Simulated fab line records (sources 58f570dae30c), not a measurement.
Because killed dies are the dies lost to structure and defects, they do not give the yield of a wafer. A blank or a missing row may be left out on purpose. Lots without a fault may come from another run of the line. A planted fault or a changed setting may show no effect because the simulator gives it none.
Which tool is to blame? / flow berkeleyCmos170 / 15 lots (45 wafers sampled), 1 step of a 331-step route

## WHAT THE GAUGES READ, wafer by wafer
The record holds no reading of a measuring or inspecting step that can be judged against a usual standard deviation.

## WHICH TOOL RAN EACH LOT (tool, then ch and the chambers of the sampled wafers, then the start)
lot=L246; UCB170_NWELL_IMPLANT_14=implanter-03 ch 0, day 2 06:26
lot=L248; UCB170_NWELL_IMPLANT_14=implanter-01 ch 0, day 2 15:20
lot=L251; UCB170_NWELL_IMPLANT_14=implanter-03 ch 0, day 3 06:23
lot=L250; UCB170_NWELL_IMPLANT_14=implanter-02 ch 0, day 3 06:35
lot=L253; UCB170_NWELL_IMPLANT_14=implanter-03 ch 0, day 3 21:14
lot=L254; UCB170_NWELL_IMPLANT_14=implanter-03 ch 0, day 4 02:28
lot=L259; UCB170_NWELL_IMPLANT_14=implanter-02 ch 0, day 4 23:28
lot=L260; UCB170_NWELL_IMPLANT_14=implanter-01 ch 0, day 5 06:22
lot=L261; UCB170_NWELL_IMPLANT_14=implanter-01 ch 0, day 5 10:19
lot=L262; UCB170_NWELL_IMPLANT_14=implanter-01 ch 0, day 5 14:19
lot=L263; UCB170_NWELL_IMPLANT_14=implanter-01 ch 0, day 5 21:35
lot=L266; UCB170_NWELL_IMPLANT_14=implanter-03 ch 0, day 6 11:08
lot=L267; UCB170_NWELL_IMPLANT_14=implanter-01 ch 0, day 6 21:56
lot=L268; UCB170_NWELL_IMPLANT_14=implanter-03 ch 0, day 6 21:59
lot=L269; UCB170_NWELL_IMPLANT_14=implanter-01 ch 0, day 7 04:53
- UCB170_NWELL_IMPLANT_14

## WHAT THE TOOLS THEMSELVES READ (means of the sampled wafers that have a number; where no wafer has one, the mark that the record gives instead)
UCB170_NWELL_IMPLANT_14. Usual: doseIonsCm2 1.0001e+13, standard deviation 1.1e+10; endStationPressureTorr 5e-06 Torr, standard deviation 2.6e-07; faradayCurrentUA 31.7, standard deviation 0.66.
lot=L246; tool=implanter-03; doseIonsCm2=9.9830e+12; endStationPressureTorr (Torr)=5e-06; faradayCurrentUA=31.9; flag=
lot=L248; tool=implanter-01; doseIonsCm2=1.0010e+13; endStationPressureTorr (Torr)=5e-06; faradayCurrentUA=30.8; flag=
lot=L251; tool=implanter-03; doseIonsCm2=9.2147e+12; endStationPressureTorr (Torr)=5e-06; faradayCurrentUA=28.7; flag=OFF
lot=L250; tool=implanter-02; doseIonsCm2=1.0010e+13; endStationPressureTorr (Torr)=5e-06; faradayCurrentUA=31.5; flag=
lot=L253; tool=implanter-03; doseIonsCm2=9.1953e+12; endStationPressureTorr (Torr)=5e-06; faradayCurrentUA=29.3; flag=OFF
lot=L254; tool=implanter-03; doseIonsCm2=9.2040e+12; endStationPressureTorr (Torr)=5e-06; faradayCurrentUA=29.0; flag=OFF
lot=L259; tool=implanter-02; doseIonsCm2=1.0003e+13; endStationPressureTorr (Torr)=5e-06; faradayCurrentUA=31.6; flag=
lot=L260; tool=implanter-01; doseIonsCm2=1.0002e+13; endStationPressureTorr (Torr)=5e-06; faradayCurrentUA=32.2; flag=
lot=L261; tool=implanter-01; doseIonsCm2=1.0004e+13; endStationPressureTorr (Torr)=5e-06; faradayCurrentUA=31.1; flag=
lot=L262; tool=implanter-01; doseIonsCm2=1.0005e+13; endStationPressureTorr (Torr)=5e-06; faradayCurrentUA=31.6; flag=
lot=L263; tool=implanter-01; doseIonsCm2=1.0001e+13; endStationPressureTorr (Torr)=5e-06; faradayCurrentUA=32.4; flag=
lot=L266; tool=implanter-03; doseIonsCm2=9.9977e+12; endStationPressureTorr (Torr)=5e-06; faradayCurrentUA=31.3; flag=
lot=L267; tool=implanter-01; doseIonsCm2=9.9893e+12; endStationPressureTorr (Torr)=5e-06; faradayCurrentUA=31.9; flag=
lot=L268; tool=implanter-03; doseIonsCm2=1.0009e+13; endStationPressureTorr (Torr)=5e-06; faradayCurrentUA=31.7; flag=
lot=L269; tool=implanter-01; doseIonsCm2=9.9930e+12; endStationPressureTorr (Torr)=5e-06; faradayCurrentUA=31.2; flag=

## THE ANSWER, worked out from the rows above alone
Rule: a lot is off if the mean of its wafers that have a number lies more than 3 standard deviations from the usual mean. Also off: a lot with no number at a reading for which 4 or more lots have one. The other lots that the step has rows for count as sound. Order of review: gauges by route order, followed by the tools' own readings, for which a lot's mean as printed above is used. At the first step where some lot is off, the reading lying furthest off is the one used; lots without a number count as furthest.
Off: L251, L253, L254, at UCB170_NWELL_IMPLANT_14 (doseIonsCm2).
A tool fits if, at that step or a process step before it, it ran every lot that is off, and no sound lot after the first of them. None of those tried fits.

## WHAT THE SIMULATOR HAD PUT IN
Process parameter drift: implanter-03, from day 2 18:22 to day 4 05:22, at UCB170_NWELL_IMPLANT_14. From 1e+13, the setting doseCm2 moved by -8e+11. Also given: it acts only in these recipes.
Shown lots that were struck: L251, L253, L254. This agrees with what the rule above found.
